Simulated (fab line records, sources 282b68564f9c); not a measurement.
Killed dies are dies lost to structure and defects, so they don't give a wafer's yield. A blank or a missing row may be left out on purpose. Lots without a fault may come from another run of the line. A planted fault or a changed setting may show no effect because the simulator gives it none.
Which tool did it? | flow rit_cmos | 14 lots, 42 wafers sampled, at 5 steps of a route of 202

WHAT THE GAUGES READ, wafer by wafer
RIT_FOX2_THK_MEAS_01.
lot  | measured    | on            | FOX2_OXIDE_THK (nm)
L426 | day 1 21:08 | film_metro-04 | 347 340 337
L427 | day 2 02:21 | film_metro-02 | 359 364 363
L431 | day 2 23:07 | film_metro-04 | 349 351 348
L434 | day 3 17:42 | film_metro-04 | 347 344 350
L435 | day 3 22:53 | film_metro-02 | 356 359 364
L438 | day 4 12:30 | film_metro-01 | 362 353 359
L440 | day 4 20:16 | film_metro-02 | 346 347 343
L441 | day 5 00:52 | film_metro-04 | 345 346 344
L444 | day 5 14:39 | film_metro-01 | 355 344 345
L445 | day 5 19:13 | film_metro-02 | 353 350 356
L446 | day 6 02:03 | film_metro-01 | 366 363 370
L447 | day 6 06:53 | film_metro-04 | 366 367 368
L448 | day 6 11:19 | film_metro-01 | 358 354 356
L449 | day 6 16:04 | film_metro-04 | 363 367 371

RIT_WELLDRIVE_RS_MEAS_01: measures by four-point-probe.
lot  | measured    | on            | NWELL_RS (ohm/sq)
L426 | day 2 07:59 | film_metro-02 | 274.4 272.9 273.2
L427 | day 2 13:25 | film_metro-02 | 272.7 272.9 272.0
L431 | day 3 10:42 | film_metro-02 | 273.6 273.6 273.6
L434 | day 4 04:35 | film_metro-02 | 273.9 274.3 273.3
L435 | day 4 09:55 | film_metro-01 | 273.2 272.5 273.5
L438 | day 4 22:29 | film_metro-03 | 272.9 274.0 273.5
L440 | day 5 06:41 | film_metro-03 | 271.6 271.2 271.6
L441 | day 5 11:50 | film_metro-03 | 273.5 273.4 273.4
L444 | day 6 00:33 | film_metro-01 | 271.9 272.7 271.6
L445 | day 6 06:04 | film_metro-01 | 273.1 272.7 273.1
L446 | day 6 11:24 | film_metro-02 | 272.2 272.1 272.5
L447 | day 6 16:47 | film_metro-02 | 272.3 273.3 273.1
L448 | day 6 22:08 | film_metro-02 | 275.7 274.6 274.8
L449 | day 7 03:08 | film_metro-03 | 273.6 274.3 273.7

RIT_PSD_TW_MEAS_10.
lot  | measured    | on            | PSD_TW
L426 | day 3 08:28 | film_metro-03 | 3403 3404 3414
L427 | day 3 20:16 | film_metro-01 | 3407 3420 3420
L431 | day 4 15:32 | film_metro-03 | 3415 3411 3409
L434 | day 5 05:26 | film_metro-01 | 30 30 30 30 30 30
L435 | day 5 11:10 | film_metro-03 | 30 30 30 30 30 30
L438 | day 5 23:08 | film_metro-04 | 3407 3384 3391
L440 | day 6 04:48 | film_metro-04 | 3413 3386 3397
L441 | day 6 12:50 | film_metro-04 | 3403 3393 3401
L444 | day 6 23:34 | film_metro-03 | 3388 3388 3375
L445 | day 7 03:51 | film_metro-03 | 3411 3438 3416
L446 | day 7 11:31 | film_metro-01 | 3407 3418 3399
L447 | day 7 19:35 | film_metro-01 | 3421 3391 3412
L448 | day 8 04:54 | film_metro-03 | 3432 3410 3414
L449 | day 8 05:58 | film_metro-03 | 3427 3422 3412

WHICH TOOL RAN EACH LOT (tool, then ch and the chambers of the sampled wafers, then the start)
lot  | RIT_ACTIVE_STRIP_14                 | RIT_NSD_STRIP_09
L426 | plasma_asher-01 ch 0,1, day 1 15:20 | plasma_asher-02 ch 0,1, day 3 06:44
L427 | plasma_asher-02 ch 0,1, day 1 21:25 | plasma_asher-01 ch 0,1, day 3 18:31
L431 | plasma_asher-02 ch 0,1, day 2 16:43 | plasma_asher-01 ch 0,1, day 4 13:41
L434 | plasma_asher-03 ch 1, day 3 08:41   | plasma_asher-01 ch 0,1, day 5 03:20
L435 | plasma_asher-02 ch 0,1, day 3 15:40 | plasma_asher-02 ch 0, day 5 09:14
L438 | plasma_asher-03 ch 0,1, day 4 06:59 | plasma_asher-02 ch 0,1, day 5 21:17
L440 | plasma_asher-02 ch 0, day 4 12:54   | plasma_asher-01 ch 0,1, day 6 03:08
L441 | plasma_asher-01 ch 0,1, day 4 19:07 | plasma_asher-01 ch 0,1, day 6 11:16
L444 | plasma_asher-03 ch 0,1, day 5 10:00 | plasma_asher-03 ch 0,1, day 6 21:58
L445 | plasma_asher-02 ch 0,1, day 5 14:52 | plasma_asher-02 ch 0,1, day 7 02:16
L446 | plasma_asher-02 ch 0,1, day 5 19:13 | plasma_asher-03 ch 0,1, day 7 09:55
L447 | plasma_asher-02 ch 0,1, day 6 01:11 | plasma_asher-01 ch 0,1, day 7 18:01
L448 | plasma_asher-02 ch 0,1, day 6 07:48 | plasma_asher-01 ch 0,1, day 8 03:10
L449 | plasma_asher-02 ch 0,1, day 6 10:55 | plasma_asher-02 ch 0,1, day 8 04:14
- RIT_ACTIVE_STRIP_14: strips in O2, time 180 s.
- RIT_NSD_STRIP_09: strips in O2, time 180 s.

WHAT THE TOOLS THEMSELVES READ (means of the sampled wafers that have a number; where no wafer has one, the mark that the record gives instead)
RIT_ACTIVE_STRIP_14.
lot  | tool            | chamber_pressure_mTorr (mTorr) | drypump_motor_current_A (A)
L426 | plasma_asher-01 | 4001                           | 5.97
L427 | plasma_asher-02 | 3997                           | 5.88
L431 | plasma_asher-02 | 3999                           | 5.79
L434 | plasma_asher-03 | 4001                           | 5.77
L435 | plasma_asher-02 | 4001                           | 5.82
L438 | plasma_asher-03 | 4001                           | 5.80
L440 | plasma_asher-02 | 4002                           | 5.76
L441 | plasma_asher-01 | 4000                           | 6.19
L444 | plasma_asher-03 | 3999                           | 5.79
L445 | plasma_asher-02 | 4002                           | 5.82
L446 | plasma_asher-02 | 4001                           | 5.83
L447 | plasma_asher-02 | 4002                           | 5.87
L448 | plasma_asher-02 | 4004                           | 5.79
L449 | plasma_asher-02 | 4000                           | 5.86

RIT_NSD_STRIP_09.
lot  | tool            | chamber_pressure_mTorr (mTorr) | drypump_motor_current_A (A)
L426 | plasma_asher-02 | 4000                           | 5.86
L427 | plasma_asher-01 | 4001                           | 5.98
L431 | plasma_asher-01 | 4002                           | 6.21
L434 | plasma_asher-01 | -                              | -
L435 | plasma_asher-02 | -                              | -
L438 | plasma_asher-02 | 4001                           | 5.81
L440 | plasma_asher-01 | 3998                           | 6.20
L441 | plasma_asher-01 | 4000                           | 6.22
L444 | plasma_asher-03 | 4001                           | 5.81
L445 | plasma_asher-02 | 4000                           | 5.88
L446 | plasma_asher-03 | 4000                           | 5.82
L447 | plasma_asher-01 | 3997                           | 5.98
L448 | plasma_asher-01 | 3998                           | 6.21
L449 | plasma_asher-02 | 4000                           | 5.81

THE ANSWER, worked out from the rows above alone
Rule: what is usual is taken from the lots themselves. Put in order of their means at a reading, lots are off if they are a third of the lots or fewer, leave a main group of 4 or more, and stand apart from it by a gap of 3 or more times the standard deviation of the main group's means; of several such gaps the widest counts. A main group whose means are all the same, to the digits that the tables above print for the reading, isn't used. A lot without any number at a reading at which 4 lots or more have one is off too. The other lots that the step has rows for count as sound. The gauges are gone through in route order, then the tools' own readings, and for those a lot's mean is taken as printed above. The first step at which some lot is off is used, and at that step the reading that is off furthest; a lot without a number counts as furthest.
Off: L434, L435, at RIT_PSD_TW_MEAS_10 (PSD_TW). The main group: mean 3407, standard deviation 11.
A tool fits if, at a process step before that reading, it ran every lot that is off, and no sound lot after the first of them. The gauges at RIT_PSD_TW_MEAS_10 aren't tried: what is off there is off at RIT_NSD_STRIP_09 too, on other tools, and a gauge's error can't cause that. None of those tried fits.

WHAT THE SIMULATOR HAD PUT IN
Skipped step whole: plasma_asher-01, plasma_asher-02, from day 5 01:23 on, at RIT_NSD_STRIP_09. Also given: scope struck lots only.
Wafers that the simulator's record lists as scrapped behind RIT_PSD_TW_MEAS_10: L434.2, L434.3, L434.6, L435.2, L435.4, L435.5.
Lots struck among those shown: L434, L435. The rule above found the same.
